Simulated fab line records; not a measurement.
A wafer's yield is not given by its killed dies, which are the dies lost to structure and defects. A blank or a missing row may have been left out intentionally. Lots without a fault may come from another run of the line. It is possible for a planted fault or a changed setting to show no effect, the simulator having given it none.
Which tool was responsible? ; flow rit cmos ; Sampling: 13 lots, 39 wafers, 2 of 202 route steps

## WHAT EACH GAUGE READ, for each wafer
RIT_SPACER_THK_MEAS_04.
lot;measured;on;SPACER_NITRIDE_THK (nm)
L819;day 3 11:22;film metro-02;256.1 257.2 256.6
L820;day 3 13:59;film metro-01;255.5 254.6 253.0
L821;day 3 16:34;film metro-03;251.7 252.3 250.3
L822;day 4 05:02;film metro-02;253.4 251.7 250.7
L823;day 4 05:29;film metro-03;251.0 252.4 253.0
L824;day 4 08:48;film metro-01;250.6 252.5 249.7
L827;day 5 02:46;film metro-02;254.4 254.4 253.9
L829;day 5 16:30;film metro-03;253.2 251.4 255.1
L830;day 5 18:25;film metro-02;244.7 242.2 245.1 244.8 242.3 245.1
L831;day 5 19:35;film metro-03;252.8 252.4 253.6
L838;day 7 18:52;film metro-03;258.0 254.3 253.5
L840;day 7 23:41;film metro-02;252.7 254.3 254.8
L839;day 8 01:22;film metro-02;257.1 255.3 255.2

## WHAT TOOL EACH LOT RAN ON (gives the tool, then ch and the chambers of the sampled wafers, and finally the start)
lot;RIT_SPACER_CVD_03
L819;lpcvd-02 ch 1, day 3 09:26
L820;lpcvd-01 ch 0, day 3 12:04
L821;lpcvd-01 ch 0, day 3 14:39
L822;lpcvd-02 ch 1, day 4 02:10
L823;lpcvd-01 ch 1, day 4 03:33
L824;lpcvd-01 ch 1, day 4 06:53
L827;lpcvd-02 ch 0, day 5 00:50
L829;lpcvd-01 ch 1, day 5 13:37
L830;lpcvd-02 ch 0, day 5 16:28
L831;lpcvd-01 ch 0, day 5 16:43
L838;lpcvd-02 ch 1, day 7 16:55
L840;lpcvd-01 ch 0, day 7 20:49
L839;lpcvd-02 ch 1, day 7 23:27
- RIT_SPACER_CVD_03: deposits Si3N4 from SiH2Cl2/NH3, target thk 250 nm, time 3347 s.

## WHAT THE TOOLS THEMSELVES READ (means of the sampled wafers that have a number; where no wafer has one, the mark that the record gives instead)
RIT_SPACER_CVD_03.
lot;tool;sih2cl2 flow sccm (sccm);spike tc centre C (C);zone power load pct (%)
L819;lpcvd-02;59.92;810.8;19.2
L820;lpcvd-01;59.95;814.1;20.3
L821;lpcvd-01;59.92;814.6;20.1
L822;lpcvd-02;59.92;811.4;19.3
L823;lpcvd-01;60.17;813.0;17.7
L824;lpcvd-01;60.21;813.0;17.7
L827;lpcvd-02;59.84;811.4;20.0
L829;lpcvd-01;59.96;812.0;17.7
L830;lpcvd-02;60.24;810.6;20.0
L831;lpcvd-01;59.91;813.1;20.2
L838;lpcvd-02;60.35;811.6;19.1
L840;lpcvd-01;59.86;814.6;20.2
L839;lpcvd-02;60.16;811.6;19.2

## THE ANSWER, worked out from the rows above alone
Rule: the usual values come from the lots themselves. The widest of any qualifying gaps counts: lots, ordered by their means at a reading, are off when they make up no more than a third of the lots, leave a main group of 4 or more, and stand apart from it by 3 or more times the standard deviation of that group's means. Not used: any main group whose means are identical at the precision the tables above print for the reading. A lot without any number at a reading at which 4 lots or more have one is off too. Where the step has rows for the other lots, those lots are counted as sound. First the gauges in route order, then the tools' own readings, where a lot's mean is used as printed above. The first step at which some lot is off is used, and at that step the reading that is off furthest; a lot without a number counts as furthest.
Off: at RIT_SPACER_THK_MEAS_04 (SPACER_NITRIDE_THK), L830. The main group has a mean of 253.6 nm with a standard deviation of 1.7.
If a tool, at a process step before that reading, ran all the lots that are off and no sound lot after the first of them, it fits. Those tools and the gauges at RIT_SPACER_THK_MEAS_04 are tried in the same way. Not one of the candidates tried fits.

## WHAT THE SIMULATOR PUT IN
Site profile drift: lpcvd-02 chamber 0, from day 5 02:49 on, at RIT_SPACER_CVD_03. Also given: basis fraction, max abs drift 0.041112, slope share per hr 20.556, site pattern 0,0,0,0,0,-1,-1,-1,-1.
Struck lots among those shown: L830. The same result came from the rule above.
